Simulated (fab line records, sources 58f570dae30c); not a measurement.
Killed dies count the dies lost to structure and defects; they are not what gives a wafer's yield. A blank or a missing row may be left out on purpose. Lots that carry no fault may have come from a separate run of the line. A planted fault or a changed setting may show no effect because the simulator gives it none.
Comparing a struck lot with a sound one	flow berkeley cmos170	17 steps out of a route of 331
Sound: these wafers, L564.1, L564.2, L564.5. Wafers L572.1, L572.4, L572.6 were the ones struck. The cause is named last.
Per side, at each step with rows, come the tool, then ch with its chambers, and then its first start. Under that, the readings that differ: sound wafers	struck wafers	difference of the means	sigmas: that difference in standard deviations of wafers without a fault.
alike: readings whose means differ by less than 2 such deviations, and words and numbers that are the same on both sides. not compared: withheld readings, readings that some wafer has no value for, bounds like >300 that may hide the same value, and numbers for which the record gives no deviation and whose values overlap.
Wherever a step has rows on one side only, a row that says differs or no value, or a row with sigmas, the two part there. Non-overlapping numbers with no deviation appear without sigmas and do not part them. A reading that every wafer of one side lacks parts them only if that side has two wafers or more.

first, 1 step without rows for these wafers: UCB170_M3_SOFTBAKE_06 (time 60 s).
UCB170_M3_STRIP_07: strips in O2.
  sound on plasma asher-01 ch 0,1, day 8 20:38; struck on plasma asher-01 ch 0,1, day 10 10:18
  alike: drypump motor current A, oes product au, strip time to endpoint s
  not compared: rf hours counter h
then, 7 steps without rows for these wafers: UCB170_M3_STRIP_08 (strips KrF in DMSO, time 600 s); UCB170_M3_COAT_09; UCB170_M3_COAT_10 (resist thk 900 nm); UCB170_M3_SOFTBAKE_11 (time 60 s); UCB170_M3_EXPOSE_12 (exposes mask METAL3, target cd 700 nm); UCB170_M3_PEB_13; UCB170_M3_DEVELOP_14 (develop time 45 s).
UCB170_M3_CD_MEAS_15: the cd target is 700 nm.
  sound on cd sem-01 at day 8 22:58; struck on cd sem-01 at day 10 11:25
  alike: cd nm
UCB170_M3_OVL_MEAS_16:
  sound on overlay-02 at day 8 23:05; struck on overlay-01 at day 10 11:32
  alike: M3_OVL
UCB170_M3_ETCH_17: etches BARC in N2/H2.
  sound on rie diel-03 ch 1,2,3, day 8 23:07; struck on rie diel-03 ch 2,3, day 10 11:34
  alike: bias w, chamber pressure mTorr, drypump motor current A, oes product au, throttle valve pct
UCB170_M3_METAL_ETCH_18: etches Al in Cl2/BCl3, stops on SiO2, target depth 1170 nm, time 195 s.
  sound on rie metal-04 ch 0,1, day 8 23:10; struck on rie metal-04 ch 0, day 10 11:37
  no value came back on the struck wafers for any of 5 readings (bcl3 flow sccm (sccm), bias w (W) and others); on the sound wafers bcl3 flow sccm (sccm) reads 45.06 44.76 44.99
reading	sound	struck	difference	sigmas
model.KrF_of_M3_COAT_10.thk nm (nm)	228.3 206.6 208.5	888.4 887.6 884.6	+672.4	
model.SiO2_of_V2_CVD_00.thk nm (nm)	938.7 936.4 936.3	993.8 993.2 993.3	+56.3	
  not compared: rf hours counter h, model.M3.cd nm
UCB170_M3_STRIP_19: strips in O2.
  sound on plasma asher-01 ch 0,1, day 8 23:21; struck on plasma asher-02 ch 0,1, day 10 11:48
reading	sound	struck	difference	sigmas
oes product au (a.u.)	0.558 0.538 0.540	0.719 0.726 0.731	+0.180	+10
  alike: drypump motor current A
  not compared: rf hours counter h
UCB170_M3_CD_MEAS_90: the cd target is 700 nm.
  sound on cd sem-01 at day 8 23:27; struck on cd sem-02 at day 10 11:54
reading	sound	struck	difference	sigmas
cd nm (nm)	694 701 701	- - -	no value on the struck wafers	
UCB170_M3_BOW_MEAS_20:
  sound on film metro-03 at day 8 23:34; struck on film metro-03 at day 10 12:01
  alike: M3_BOW
UCB170_M3_PROBE_99:
  sound on prober-01 at day 8 23:41; struck on prober-01 at day 10 12:17
reading	sound	struck	difference	sigmas
model.etest.antenna m2.short	0 0 0	1 1	+1	
model.etest.antenna m3.over limit	0 0 0	1 1	+1	
model.etest.antenna m2.over limit	0 0 0	1 1	+1	
model.etest.antenna m3.short	0 0 0	1 1	+1	

WHERE THEY PART
Earliest at UCB170_M3_METAL_ETCH_18; latest, in this record, at UCB170_M3_CD_MEAS_90. Later steps at which nothing parts them and some readings are alike: UCB170_M3_BOW_MEAS_20.

WHY: the cause the simulator had injected
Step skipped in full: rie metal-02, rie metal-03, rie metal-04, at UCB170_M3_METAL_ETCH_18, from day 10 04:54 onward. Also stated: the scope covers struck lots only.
